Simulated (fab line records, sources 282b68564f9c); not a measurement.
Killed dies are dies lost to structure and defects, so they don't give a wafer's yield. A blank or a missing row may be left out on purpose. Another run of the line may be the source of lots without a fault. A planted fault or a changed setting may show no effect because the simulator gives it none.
The tool behind it: which one? || flow rit-cmos || 14 lots with 42 wafers sampled at 2 steps, on a route of 202 steps

== WHAT THE GAUGES SHOWED, per wafer ==
RIT_CONTACT_THK_MEAS_01.
{"lot": "L671", "measured": "day 3 18:11", "on": "film-metro-04", "CONTACT_TEOS_THK (nm)": "392 397 401"}
{"lot": "L672", "measured": "day 3 23:16", "on": "film-metro-02", "CONTACT_TEOS_THK (nm)": "398 401 399"}
{"lot": "L673", "measured": "day 4 05:22", "on": "film-metro-04", "CONTACT_TEOS_THK (nm)": "399 390 403"}
{"lot": "L674", "measured": "day 4 12:02", "on": "film-metro-02", "CONTACT_TEOS_THK (nm)": "397 396 402"}
{"lot": "L675", "measured": "day 4 14:25", "on": "film-metro-02", "CONTACT_TEOS_THK (nm)": "403 400 399"}
{"lot": "L677", "measured": "day 5 01:44", "on": "film-metro-02", "CONTACT_TEOS_THK (nm)": "403 400 408"}
{"lot": "L678", "measured": "day 5 02:46", "on": "film-metro-02", "CONTACT_TEOS_THK (nm)": "397 408 408"}
{"lot": "L680", "measured": "day 5 11:22", "on": "film-metro-02", "CONTACT_TEOS_THK (nm)": "394 390 401"}
{"lot": "L685", "measured": "day 6 13:36", "on": "film-metro-04", "CONTACT_TEOS_THK (nm)": "558 400 403"}
{"lot": "L686", "measured": "day 6 17:04", "on": "film-metro-02", "CONTACT_TEOS_THK (nm)": "405 558 568"}
{"lot": "L689", "measured": "day 7 04:14", "on": "film-metro-02", "CONTACT_TEOS_THK (nm)": "394 392 398"}
{"lot": "L691", "measured": "day 7 18:09", "on": "film-metro-02", "CONTACT_TEOS_THK (nm)": "398 397 401"}
{"lot": "L692", "measured": "day 8 00:52", "on": "film-metro-02", "CONTACT_TEOS_THK (nm)": "402 407 404"}
{"lot": "L693", "measured": "day 8 07:59", "on": "film-metro-02", "CONTACT_TEOS_THK (nm)": "397 403 401"}

== EACH LOT AND THE TOOL THAT RAN IT (in order: tool; ch and the chambers of the sampled wafers; start) ==
{"lot": "L671", "RIT_CONTACT_CVD_00": "pecvd-03 ch 0,1,2, day 3 18:08"}
{"lot": "L672", "RIT_CONTACT_CVD_00": "pecvd-04 ch 0,1,2, day 3 23:13"}
{"lot": "L673", "RIT_CONTACT_CVD_00": "pecvd-02 ch 0,1, day 4 05:19"}
{"lot": "L674", "RIT_CONTACT_CVD_00": "pecvd-03 ch 0,1,2, day 4 11:59"}
{"lot": "L675", "RIT_CONTACT_CVD_00": "pecvd-04 ch 0,1,2, day 4 14:22"}
{"lot": "L677", "RIT_CONTACT_CVD_00": "pecvd-03 ch 0,1,2, day 5 01:40"}
{"lot": "L678", "RIT_CONTACT_CVD_00": "pecvd-04 ch 0,2, day 5 02:41"}
{"lot": "L680", "RIT_CONTACT_CVD_00": "pecvd-03 ch 1,2, day 5 11:19"}
{"lot": "L685", "RIT_CONTACT_CVD_00": "pecvd-04 ch 0,1,2, day 6 13:33"}
{"lot": "L686", "RIT_CONTACT_CVD_00": "pecvd-04 ch 0,2, day 6 17:01"}
{"lot": "L689", "RIT_CONTACT_CVD_00": "pecvd-03 ch 0, day 7 04:10"}
{"lot": "L691", "RIT_CONTACT_CVD_00": "pecvd-03 ch 0,1, day 7 18:06"}
{"lot": "L692", "RIT_CONTACT_CVD_00": "pecvd-02 ch 0,1,2, day 8 00:47"}
{"lot": "L693", "RIT_CONTACT_CVD_00": "pecvd-03 ch 1,2, day 8 07:56"}
- RIT_CONTACT_CVD_00: deposits SiO2 from TEOS, target thk 400 nm, time 61 s.

== WHAT THE TOOLS THEMSELVES READ (means of the sampled wafers that have a number; where no wafer has one, the mark that the record gives instead) ==
RIT_CONTACT_CVD_00.
{"lot": "L671", "tool": "pecvd-03", "heater-power-w (W)": 347}
{"lot": "L672", "tool": "pecvd-04", "heater-power-w (W)": 249}
{"lot": "L673", "tool": "pecvd-02", "heater-power-w (W)": 335}
{"lot": "L674", "tool": "pecvd-03", "heater-power-w (W)": 345}
{"lot": "L675", "tool": "pecvd-04", "heater-power-w (W)": 220}
{"lot": "L677", "tool": "pecvd-03", "heater-power-w (W)": 339}
{"lot": "L678", "tool": "pecvd-04", "heater-power-w (W)": 231}
{"lot": "L680", "tool": "pecvd-03", "heater-power-w (W)": 366}
{"lot": "L685", "tool": "pecvd-04", "heater-power-w (W)": 252}
{"lot": "L686", "tool": "pecvd-04", "heater-power-w (W)": 234}
{"lot": "L689", "tool": "pecvd-03", "heater-power-w (W)": 278}
{"lot": "L691", "tool": "pecvd-03", "heater-power-w (W)": 299}
{"lot": "L692", "tool": "pecvd-02", "heater-power-w (W)": 288}
{"lot": "L693", "tool": "pecvd-03", "heater-power-w (W)": 396}

== THE ANSWER, worked out from the rows above alone ==
Rule: what is usual is taken from the lots themselves. Put in order of their means at a reading, lots are off if they are a third of the lots or fewer, leave a main group of 4 or more, and stand apart from it by a gap of 3 or more times the standard deviation of the main group's means; of several such gaps the widest counts. A main group whose means are all the same, to the digits that the tables above print for the reading, isn't used. Also off: a lot with no number at a reading for which 4 or more lots have one. All remaining lots with rows at the step are treated as sound. The gauges are gone through in route order, then the tools' own readings, and for those a lot's mean is taken as printed above. At the first step where some lot is off, the reading lying furthest off is the one used; lots without a number count as furthest.
Off: at RIT_CONTACT_THK_MEAS_01 (CONTACT_TEOS_THK), L685, L686. The main group has a mean of 399 nm with a standard deviation of 3.2.
A tool fits if, at a process step before that reading, it ran every lot that is off, and no sound lot after the first of them. Gauges at RIT_CONTACT_THK_MEAS_01: tried the same way as those tools. One fits: RIT_CONTACT_CVD_00 on pecvd-04. Its last sound lot is L678 (day 5 02:41), its first lot that is off L685 (day 6 13:33): a fault that began between those two fits.

== WHAT HAD BEEN PUT IN BY THE SIMULATOR ==
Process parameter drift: pecvd-04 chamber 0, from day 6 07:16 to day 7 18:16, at RIT_CONTACT_CVD_00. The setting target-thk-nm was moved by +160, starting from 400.
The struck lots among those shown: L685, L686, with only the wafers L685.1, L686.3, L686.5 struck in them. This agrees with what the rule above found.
